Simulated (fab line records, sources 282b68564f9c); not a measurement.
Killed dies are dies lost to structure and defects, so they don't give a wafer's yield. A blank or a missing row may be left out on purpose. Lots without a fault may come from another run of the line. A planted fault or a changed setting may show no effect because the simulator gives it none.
Problem report in the 8D (eight disciplines) form, filled by code | flow rit_cmos | the parts of the form that need people (team, actions taken, sign-off) are left out

1. THE PROBLEM
REOX_OXIDE_THK at RIT_REOX_THK_MEAS_04 reads a mean of 27.8 nm on 9 wafers of 3 lots; wafers without a fault read 25.3 nm with a standard deviation of 0.44. That is +5.8 standard deviations from the usual mean.
First seen on wafer L587.2, day 5 13:14, on film_metro-02. The record holds 45 wafers of 15 lots with a number at this step. Rule for "out", or "out of limits": more than 4 standard deviations from the usual mean. The other wafers with a number count as sound.

2. WHAT IT IS AND WHAT IT IS NOT
question                    | is                           | is not
which readings at this step | REOX_OXIDE_THK               | -
which lots                  | L587, L589, L590             | L574, L575, L576, L577, L578, L579, L581, L582, L583, L584, L588, L594
which wafers of those lots  | all that have a number       | -
read on which gauges        | film_metro-01, film_metro-02 | film_metro-04
when                        | from day 5 13:14             | up to then (30 sound wafers); but 6 sound wafers of L588, L594 came after

3. SUSPECTS, AND WHAT RULES EACH OUT
Counting: a tool at a process step up to the reading stays a suspect if it ran every lot that is out and no sound lot after the first of them.
- the gauge at RIT_REOX_THK_MEAS_04: ruled out. The wafers that are out were read on 2 gauges (film_metro-01, film_metro-02).
- furnace-04 at RIT_REOX_OXIDATION_03 (target thk 25.2 nm, ox time 5580 s): kept. It ran every lot that is out, first L587 (day 5 10:41), and no sound lot after that; its last sound lot up to then is L583 (day 4 15:35). Its own readings are out on those wafers: spike_tc_centre_C.
Left after counting: furnace-04 at RIT_REOX_OXIDATION_03.

4. THE CAUSE (what the simulator had put in)
Process parameter drift: furnace-04, from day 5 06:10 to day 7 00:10, at RIT_REOX_OXIDATION_03. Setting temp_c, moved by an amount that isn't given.
Counting left only this tool.

5. THE CHAIN OF EFFECTS, in route order
Each row: a reading whose mean over the struck wafers that have a number lies more than 3 standard deviations from the usual. Only readings for which the record gives a usual standard deviation are gone through. hours: the time from each lot's start at the first step in this table that gives one to its start at this step, as a median over the lots. sigmas: the change in usual standard deviations.
hours | step                  | reading           | usual   | on struck wafers | change | sigmas
0     | RIT_REOX_OXIDATION_03 | spike_tc_centre_C | 903.2 C | 913.1            | +9.9   | +10
0     | RIT_REOX_OXIDATION_03 | spike_tc_load_C   | 924.9 C | 933.3            | +8.4   | +5.6
3     | RIT_REOX_THK_MEAS_04  | REOX_OXIDE_THK    | 25.3 nm | 27.8             | +2.5   | +5.8
The process steps in it:
- RIT_REOX_OXIDATION_03: target thk 25.2 nm, ox time 5580 s.
Later measuring or inspecting steps at which every struck wafer that the step has a row for has a number for every such reading, and none has moved that far: RIT_PLDD_TW_MEAS_10.

6. WHAT WOULD HAVE CAUGHT IT SOONER
In this record the first reading out of limits at a measuring or inspecting step was taken at day 5 13:14, 7 hours after the fault began at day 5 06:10.
The tool's own readings at RIT_REOX_OXIDATION_03 were out on every struck wafer that the step has a row for (spike_tc_centre_C): an alarm limit on them would have fired on the first of those.
Of the lots that are out (3), L589, L590 began RIT_REOX_OXIDATION_03 on furnace-04 after day 5 13:14. A hold on the tool at that time would have spared those 2.
